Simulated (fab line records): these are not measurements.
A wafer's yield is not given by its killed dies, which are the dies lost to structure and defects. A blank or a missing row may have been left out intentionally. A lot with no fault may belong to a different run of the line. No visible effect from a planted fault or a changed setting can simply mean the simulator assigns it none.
What tool caused it? ; flow berkeleyCmos170 ; 7 lots, 21 wafers sampled, at 1 step of a route of 331

== WHAT THE GAUGES READ, wafer by wafer ==
UCB170_CONTACT_CD_MEAS_15: the cd target is 700 nm.
lot;measured;on;cdNm (nm)
L761;day 7 14:59;cdSem-02;702.2 701.6 701.3
L763;day 8 04:52;cdSem-02;700.8 700.7 701.7
L764;day 8 15:48;cdSem-02;700.0 701.0 700.5
L772;day 9 14:29;cdSem-02;699.9 699.7 698.6
L771;day 9 15:13;cdSem-01;697.5 697.1 697.5
L773;day 10 05:41;cdSem-01;701.2 699.8 698.7
L781;day 11 02:41;cdSem-02;698.3 698.5 698.4

== EACH LOT AND THE TOOL THAT RAN IT (in order: tool; ch and the chambers of the sampled wafers; start) ==
No process step before these readings appears in the record.

== THE ANSWER, worked out from the rows above alone ==
Rule: the usual values come from the lots themselves. Put in order of their means at a reading, lots are off if they are a third of the lots or fewer, leave a main group of 4 or more, and stand apart from it by a gap of 3 or more times the standard deviation of the main group's means; of several such gaps the widest counts. A main group whose means are all the same, to the digits that the tables above print for the reading, isn't used. A lot without any number at a reading at which 4 lots or more have one is off too. Any other lot the step has rows for is counted as sound.
No lot is off at any reading shown: from this, nothing can be told.

== WHAT WAS PUT IN BY THE SIMULATOR ==
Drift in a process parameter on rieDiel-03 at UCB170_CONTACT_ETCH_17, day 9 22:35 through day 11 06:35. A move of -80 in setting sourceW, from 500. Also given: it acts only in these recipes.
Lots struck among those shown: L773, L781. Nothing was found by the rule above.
